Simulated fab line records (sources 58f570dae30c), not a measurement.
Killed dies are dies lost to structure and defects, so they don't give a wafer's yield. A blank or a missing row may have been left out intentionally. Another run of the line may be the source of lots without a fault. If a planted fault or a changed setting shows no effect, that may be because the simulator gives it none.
Chamber matching || flow berkeley cmos170 || UCB170_GATE_ETCH_15 on rie si-01: 4 sister chambers
The step etches poly-Si in HBr/Cl2, stops on SiO2, time 56.3 s, target depth 278.2 nm. 8 wafers are shown with their chamber, then 9 later ones without.

## WAFERS WITH THEIR CHAMBER
{"wafer": "L964.4", "chamber": 3, "drypump motor current A (A)": 5.2, "throttle valve pct (%)": 26.37}
{"wafer": "L975.6", "chamber": 1, "drypump motor current A (A)": 5.7, "throttle valve pct (%)": 26.08}
{"wafer": "L977.2", "chamber": 1, "drypump motor current A (A)": 5.8, "throttle valve pct (%)": 26.09}
{"wafer": "L977.4", "chamber": 2, "drypump motor current A (A)": 6.1, "throttle valve pct (%)": 26.67}
{"wafer": "L977.5", "chamber": 0, "drypump motor current A (A)": 5.4, "throttle valve pct (%)": 26.19}
{"wafer": "L980.2", "chamber": 0, "drypump motor current A (A)": 5.3, "throttle valve pct (%)": 26.18}
{"wafer": "L980.3", "chamber": 2, "drypump motor current A (A)": 6.0, "throttle valve pct (%)": 26.67}
{"wafer": "L980.6", "chamber": 3, "drypump motor current A (A)": 5.2, "throttle valve pct (%)": 26.61}

## WAFERS WITHOUT THEIR CHAMBER
{"wafer": "L979.3", "drypump motor current A (A)": 5.4, "throttle valve pct (%)": 26.18}
{"wafer": "L979.4", "drypump motor current A (A)": 5.2, "throttle valve pct (%)": 26.61}
{"wafer": "L979.6", "drypump motor current A (A)": 5.8, "throttle valve pct (%)": 26.10}
{"wafer": "L981.2", "drypump motor current A (A)": 6.1, "throttle valve pct (%)": 26.66}
{"wafer": "L981.3", "drypump motor current A (A)": 5.2, "throttle valve pct (%)": 26.62}
{"wafer": "L981.4", "drypump motor current A (A)": 5.7, "throttle valve pct (%)": 26.10}
{"wafer": "L985.1", "drypump motor current A (A)": 5.2, "throttle valve pct (%)": 26.61}
{"wafer": "L985.2", "drypump motor current A (A)": 6.1, "throttle valve pct (%)": 26.67}
{"wafer": "L985.3", "drypump motor current A (A)": 5.7, "throttle valve pct (%)": 26.09}

## WHICH CHAMBER EACH ONE RAN IN
{"wafer": "L979.3", "from the rows above": 0, "in truth": 0}
{"wafer": "L979.4", "from the rows above": 3, "in truth": 3}
{"wafer": "L979.6", "from the rows above": 1, "in truth": 1}
{"wafer": "L981.2", "from the rows above": 2, "in truth": 2}
{"wafer": "L981.3", "from the rows above": 3, "in truth": 3}
{"wafer": "L981.4", "from the rows above": 1, "in truth": 1}
{"wafer": "L985.1", "from the rows above": 3, "in truth": 3}
{"wafer": "L985.2", "from the rows above": 2, "in truth": 2}
{"wafer": "L985.3", "from the rows above": 1, "in truth": 1}
Correct placement for 9 of the 9. From these rows, 0 cannot be placed. 0 placed wrongly.
How it was worked out, from the rows above alone: a wafer's distance from a chamber is the root of the sum, over the readings, of the square of ((its reading less the chamber's mean) divided by the reading's scatter). If the next closest chamber is less than 2 further off than the closest, the wafer can't be placed; otherwise it belongs to the closest. For every chamber, the mean is computed from those of its wafers that are shown. The scatter: the root of (the sum of the squares of (reading less its chamber's mean) over the shown wafers, divided by (wafers less chambers)).
